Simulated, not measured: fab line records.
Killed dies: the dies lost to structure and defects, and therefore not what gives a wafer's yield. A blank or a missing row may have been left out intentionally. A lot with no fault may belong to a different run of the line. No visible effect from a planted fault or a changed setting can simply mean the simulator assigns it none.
Problem report in the 8D (eight disciplines) form, filled by code :: flow berkeley-cmos170 :: the parts of the form that need people (team, actions taken, sign-off) are left out

## 1. WHAT IS WRONG
Across 6 wafers from 2 lots, ACTIVE_OXIDE_THK at UCB170_ACTIVE_THK_MEAS_03 averages 13.3 nm, while fault-free wafers read 26.6 nm with a standard deviation of 0.44. Measured from the usual mean, that is -30 standard deviations.
First observed at day 8 15:10: wafer L583.1, on film-metro-02. Wafers with a number at this step in the record: 42, from 14 lots. Rule for "out" (also "out of limits"): further than 4 standard deviations from the usual mean. Any other wafer with a number is counted as sound.

## 2. WHAT IT IS; WHAT IT IS NOT
question: which readings at this step
is: ACTIVE_OXIDE_THK
is not: -

question: which lots
is: L583, L584
is not: L563, L564, L566, L567, L568, L569, L570, L571, L573, L574, L575, L576

question: which wafers of those lots
is: all that have a number
is not: -

question: read on which gauges
is: film-metro-02, film-metro-03
is not: film-metro-01

question: when
is: from day 8 15:10
is not: up to then (36 sound wafers)

## 3. SUSPECTS, AND WHAT RULES EACH OUT
Counting: a tool stays on the suspect list if, at a process step up to the reading, it processed all lots that are out and no sound lot following the first of them.
- the gauge at UCB170_ACTIVE_THK_MEAS_03 is ruled out. 2 gauges (film-metro-02, film-metro-03) read the wafers that are out.
- furnace-02 at UCB170_ACTIVE_OXIDATION_02 (target thk 26.4 nm, ox time 1260 s): kept. All lots that are out passed through it, beginning with L583 at day 8 13:49, and no sound lot followed; its final sound lot before that point was L571 at day 6 22:31.
The count leaves furnace-02 at UCB170_ACTIVE_OXIDATION_02.

## 4. THE CAUSE (what the simulator had put in)
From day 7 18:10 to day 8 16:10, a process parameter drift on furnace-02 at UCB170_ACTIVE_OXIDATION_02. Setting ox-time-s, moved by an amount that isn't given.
After counting, this tool was the only one left.

## 5. THE CHAIN OF EFFECTS, in route order
One row per reading whose mean, taken over the struck wafers that have a number, lies over 3 standard deviations from the usual. Only readings whose record carries a usual standard deviation are examined. hours: median over the lots of the time between each lot's start at the first step of this table that gives one and its start at this step. sigmas: the change, counted in usual standard deviations.
hours: 0
step: UCB170_ACTIVE_THK_MEAS_03
reading: ACTIVE_OXIDE_THK
usual: 26.6 nm
on struck wafers: 13.3
change: -13.3
sigmas: -30
Later measuring or inspecting steps at which every struck wafer that the step has a row for has a number for every such reading, and none has moved that far: UCB170_ACTIVE_CD_MEAS_13.

## 6. WHAT WOULD HAVE CAUGHT IT SOONER
In this record the first reading out of limits at a measuring or inspecting step was taken at day 8 15:10, 21 hours after the fault began at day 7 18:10.
An alarm limit of 4 standard deviations would not have fired on the tool readings at UCB170_ACTIVE_OXIDATION_02 for which the record gives a usual standard deviation, since none of them was out on any struck wafer.
Each of the lots that are out, 2 in all, had begun UCB170_ACTIVE_OXIDATION_02 on furnace-02 no later than day 8 15:10. Tool hold at that time: it would have spared none of them.
